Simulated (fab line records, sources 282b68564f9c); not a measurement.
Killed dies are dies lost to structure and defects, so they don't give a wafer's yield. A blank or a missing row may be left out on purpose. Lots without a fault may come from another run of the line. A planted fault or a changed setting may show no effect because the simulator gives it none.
Which tool did it? | flow rit_cmos | 7 lots, 21 wafers sampled, at 2 steps of a route of 202

WHAT THE GAUGES READ, wafer by wafer
RIT_SILICIDE_RS_MEAS_02: measures by four-point-probe.
lot  | measured    | on            | SILICIDE_TI_RS (ohm/sq)
L476 | day 3 11:14 | film_metro-03 | 49.8 49.8 49.2
L478 | day 3 21:28 | film_metro-02 | 50.5 51.1 51.1
L481 | day 4 13:44 | film_metro-04 | 50.3 49.9 49.4
L484 | day 5 08:10 | film_metro-02 | 49.9 49.8 50.4
L490 | day 6 17:00 | film_metro-02 | 50.2 42.6 49.9
L494 | day 7 07:18 | film_metro-03 | 49.7 50.2 49.5
L498 | day 7 23:29 | film_metro-04 | 48.8 48.6 48.6

WHICH TOOL RAN EACH LOT (tool, then ch and the chambers of the sampled wafers, then the start)
lot  | RIT_SILICIDE_SPUTTER_01
L476 | pvd_sputter-03, day 3 11:04
L478 | pvd_sputter-03, day 3 21:16
L481 | pvd_sputter-01, day 4 13:35
L484 | pvd_sputter-03, day 5 08:01
L490 | pvd_sputter-03, day 6 16:51
L494 | pvd_sputter-01, day 7 07:08
L498 | pvd_sputter-02, day 7 23:17
- RIT_SILICIDE_SPUTTER_01: material Ti, target thk 30 nm, time 240 s.

THE ANSWER, worked out from the rows above alone
Rule: what is usual is taken from the lots themselves. Put in order of their means at a reading, lots are off if they are a third of the lots or fewer, leave a main group of 4 or more, and stand apart from it by a gap of 3 or more times the standard deviation of the main group's means; of several such gaps the widest counts. A main group whose means are all the same, to the digits that the tables above print for the reading, isn't used. A lot without any number at a reading at which 4 lots or more have one is off too. The other lots that the step has rows for count as sound.
No lot is off at any reading shown: from this, nothing can be told.

WHAT THE SIMULATOR HAD PUT IN
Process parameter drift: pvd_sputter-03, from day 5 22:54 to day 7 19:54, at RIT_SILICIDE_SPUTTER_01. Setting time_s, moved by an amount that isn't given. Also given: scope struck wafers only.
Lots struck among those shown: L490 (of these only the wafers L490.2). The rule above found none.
